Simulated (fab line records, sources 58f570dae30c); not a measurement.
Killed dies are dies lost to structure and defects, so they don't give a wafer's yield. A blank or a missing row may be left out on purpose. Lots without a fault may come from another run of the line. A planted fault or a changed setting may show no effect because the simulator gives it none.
Which tool did it? | flow berkeley_cmos170 | 13 lots, 39 wafers sampled, at 5 steps of a route of 331

WHAT THE GAUGES READ, wafer by wafer
UCB170_CONTACT_OVL_MEAS_16. Usual: CONTACT_OVL -3 nm, standard deviation 5.4.
lot  | measured     | on         | CONTACT_OVL (nm) | flag
L739 | day 8 18:26  | overlay-01 | -3 -1 -8         |
L740 | day 8 19:41  | overlay-02 | -3 -1 -1         |
L744 | day 9 03:30  | overlay-02 | 4 6 3            |
L741 | day 9 03:46  | overlay-02 | -16 -4 -7        |
L742 | day 9 04:39  | overlay-01 | -16 -3 -7        |
L746 | day 10 11:19 | overlay-01 | 0 -3 -1          |
L745 | day 10 11:43 | overlay-02 | 7 1 3            |
L748 | day 10 19:37 | overlay-02 | 6 3 0            |
L750 | day 10 21:31 | overlay-02 | -5 -3 1          |
L754 | day 11 14:04 | overlay-01 | -13 6 -2         |
L757 | day 12 04:28 | overlay-02 | -5 -9 -3         |
L760 | day 12 19:13 | overlay-02 | -5 -10 -18       |
L761 | day 13 03:23 | overlay-02 | -4 -3 -2         |

UCB170_M2_CD_MEAS_90: target cd 700 nm. Usual: cd_nm 700 nm, standard deviation 3.5.
lot  | measured     | on        | cd_nm (nm)  | flag
L739 | day 9 06:01  | cd_sem-01 | 703 705 702 |
L740 | day 9 06:22  | cd_sem-01 | 696 696 699 |
L744 | day 9 16:45  | cd_sem-02 | 696 690 696 |
L741 | day 9 17:05  | cd_sem-01 | 699 704 698 |
L742 | day 9 17:22  | cd_sem-02 | 697 693 701 |
L746 | day 10 20:29 | cd_sem-01 | 696 697 698 |
L745 | day 10 22:09 | cd_sem-01 | 700 699 703 |
L748 | day 11 08:04 | cd_sem-01 | 701 701 698 |
L750 | day 11 10:02 | cd_sem-02 | 699 703 698 |
L754 | day 12 01:40 | cd_sem-01 | 699 702 700 |
L757 | day 12 16:04 | cd_sem-01 | 705 706 687 |
L760 | day 13 07:14 | cd_sem-02 | 702 701 703 |
L761 | day 13 14:07 | cd_sem-02 | 705 697 697 |

UCB170_V2_THK_MEAS_01. Usual: V2_TEOS_THK 1992 nm, standard deviation 35.
lot  | measured     | on            | V2_TEOS_THK (nm) | flag
L739 | day 9 06:16  | film_metro-04 | 2016 1989 2067   |
L740 | day 9 06:38  | film_metro-04 | 1984 1979 1986   |
L744 | day 9 17:02  | film_metro-03 | 1937 2000 1979   |
L741 | day 9 17:21  | film_metro-03 | 2002 2008 1981   |
L742 | day 9 17:37  | film_metro-03 | 1984 1950 1942   |
L746 | day 10 20:45 | film_metro-01 | 1975 1949 1965   |
L745 | day 10 22:25 | film_metro-03 | 1962 2080 1985   |
L748 | day 11 08:20 | film_metro-01 | 2003 1993 2068   |
L750 | day 11 10:17 | film_metro-04 | 2035 2027 2003   |
L754 | day 12 01:55 | film_metro-03 | 1988 1969 2041   |
L757 | day 12 16:20 | film_metro-03 | 1966 2014 2041   |
L760 | day 13 07:31 | film_metro-03 | 2018 1951 2054   |
L761 | day 13 14:24 | film_metro-04 | 1943 1921 1969   |

WHICH TOOL RAN EACH LOT (tool, then ch and the chambers of the sampled wafers, then the start)
lot  | UCB170_M2_METAL_ETCH_18           | UCB170_M2_STRIP_19
L739 | rie_metal-04 ch 0,1, day 9 05:42  | plasma_asher-03 ch 0,1, day 9 05:53
L740 | rie_metal-03 ch 0,1, day 9 06:04  | plasma_asher-01 ch 0,1, day 9 06:15
L744 | rie_metal-02 ch 0,1, day 9 16:28  | plasma_asher-01 ch 0,1, day 9 16:39
L741 | rie_metal-04 ch 1, day 9 16:47    | plasma_asher-01 ch 0,1, day 9 16:59
L742 | rie_metal-02 ch 0,1, day 9 17:05  | plasma_asher-01 ch 0,1, day 9 17:15
L746 | rie_metal-04 ch 0, day 10 20:04   | plasma_asher-03 ch 0,1, day 10 20:22
L745 | rie_metal-03 ch 0,1, day 10 21:53 | plasma_asher-01 ch 0,1, day 10 22:03
L748 | rie_metal-04 ch 1, day 11 07:46   | plasma_asher-03 ch 0,1, day 11 07:58
L750 | rie_metal-02 ch 0,1, day 11 09:45 | plasma_asher-01 ch 0,1, day 11 09:55
L754 | rie_metal-04 ch 0,1, day 12 01:23 | plasma_asher-01 ch 0,1, day 12 01:32
L757 | rie_metal-04 ch 0,1, day 12 15:46 | plasma_asher-01 ch 0,1, day 12 15:58
L760 | rie_metal-02 ch 0,1, day 13 06:57 | plasma_asher-03 ch 0,1, day 13 07:08
L761 | rie_metal-03 ch 0,1, day 13 13:50 | plasma_asher-01 ch 0,1, day 13 14:01
- UCB170_M2_METAL_ETCH_18: etches Al in Cl2/BCl3, stops on SiO2, target depth 1170 nm, time 195 s.
- UCB170_M2_STRIP_19: strips in O2.

WHAT THE TOOLS THEMSELVES READ (means of the sampled wafers that have a number; where no wafer has one, the mark that the record gives instead)
UCB170_M2_METAL_ETCH_18. Usual: drypump_motor_current_A 5.6 A, standard deviation 0.43; oes_product_au 0.850 a.u., standard deviation 0.0077; rf_fwd_power_W 597.7 W, standard deviation 1.7; throttle_valve_pct 24.3 %, standard deviation 0.33.
lot  | tool         | drypump_motor_current_A (A) | oes_product_au (a.u.) | rf_fwd_power_W (W) | throttle_valve_pct (%) | flag
L739 | rie_metal-04 | 5.1                         | 0.852                 | 598.4              | 24.5                   |
L740 | rie_metal-03 | 5.7                         | 0.851                 | 597.9              | 24.1                   |
L744 | rie_metal-02 | 5.9                         | 0.857                 | 597.3              | 24.0                   |
L741 | rie_metal-04 | 4.9                         | 0.846                 | 596.8              | 24.3                   |
L742 | rie_metal-02 | 5.6                         | 0.858                 | 599.0              | 24.0                   |
L746 | rie_metal-04 | 5.5                         | 0.842                 | 598.8              | 25.0                   |
L745 | rie_metal-03 | 5.8                         | 0.858                 | 597.0              | 24.2                   |
L748 | rie_metal-04 | 4.9                         | 0.849                 | 596.3              | 24.3                   |
L750 | rie_metal-02 | 5.9                         | 0.854                 | 596.8              | 24.1                   |
L754 | rie_metal-04 | 5.3                         | 0.859                 | 596.8              | 24.7                   |
L757 | rie_metal-04 | 5.1                         | 0.844                 | 597.4              | 24.5                   |
L760 | rie_metal-02 | 5.9                         | 0.845                 | 597.3              | 24.1                   |
L761 | rie_metal-03 | 5.7                         | 0.849                 | 597.6              | 24.1                   |

UCB170_M2_STRIP_19. Usual: drypump_motor_current_A 5.8 A, standard deviation 0.34; o2_flow_sccm 400.1 sccm, standard deviation 1.2; oes_product_au 0.539 a.u., standard deviation 0.022.
lot  | tool            | drypump_motor_current_A (A) | o2_flow_sccm (sccm) | oes_product_au (a.u.) | flag
L739 | plasma_asher-03 | 5.8                         | 399.5               | 0.521                 |
L740 | plasma_asher-01 | 5.9                         | 401.2               | 0.555                 |
L744 | plasma_asher-01 | 5.7                         | 401.3               | 0.529                 |
L741 | plasma_asher-01 | 6.0                         | 400.3               | 0.498                 |
L742 | plasma_asher-01 | 5.7                         | 400.8               | 0.535                 |
L746 | plasma_asher-03 | 5.8                         | 401.9               | 0.557                 |
L745 | plasma_asher-01 | 5.9                         | 401.0               | 0.548                 |
L748 | plasma_asher-03 | 5.8                         | 399.6               | 0.516                 |
L750 | plasma_asher-01 | 5.6                         | 399.5               | 0.532                 |
L754 | plasma_asher-01 | 5.9                         | 399.4               | 0.533                 |
L757 | plasma_asher-01 | 5.9                         | 399.4               | 0.451                 | OFF
L760 | plasma_asher-03 | 5.8                         | 400.0               | 0.541                 |
L761 | plasma_asher-01 | 5.9                         | 399.8               | 0.548                 |

THE ANSWER, worked out from the rows above alone
Rule: a lot is off if the mean of its wafers that have a number lies more than 3 standard deviations from the usual mean. A lot without any number at a reading at which 4 lots or more have one is off too. The other lots that the step has rows for count as sound. The gauges are gone through in route order, then the tools' own readings, and for those a lot's mean is taken as printed above. The first step at which some lot is off is used, and at that step the reading that is off furthest; a lot without a number counts as furthest.
Off: L757, at UCB170_M2_STRIP_19 (oes_product_au).
A tool fits if, at that step or a process step before it, it ran every lot that is off, and no sound lot after the first of them. One fits: rie_metal-04 at UCB170_M2_METAL_ETCH_18. Its last sound lot is L754 (day 12 01:23), its first lot that is off L757 (day 12 15:46): a fault that began between those two fits.

WHAT THE SIMULATOR HAD PUT IN
Process parameter drift: rie_metal-04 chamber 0, from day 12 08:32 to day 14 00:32, at UCB170_M2_METAL_ETCH_18. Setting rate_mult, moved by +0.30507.
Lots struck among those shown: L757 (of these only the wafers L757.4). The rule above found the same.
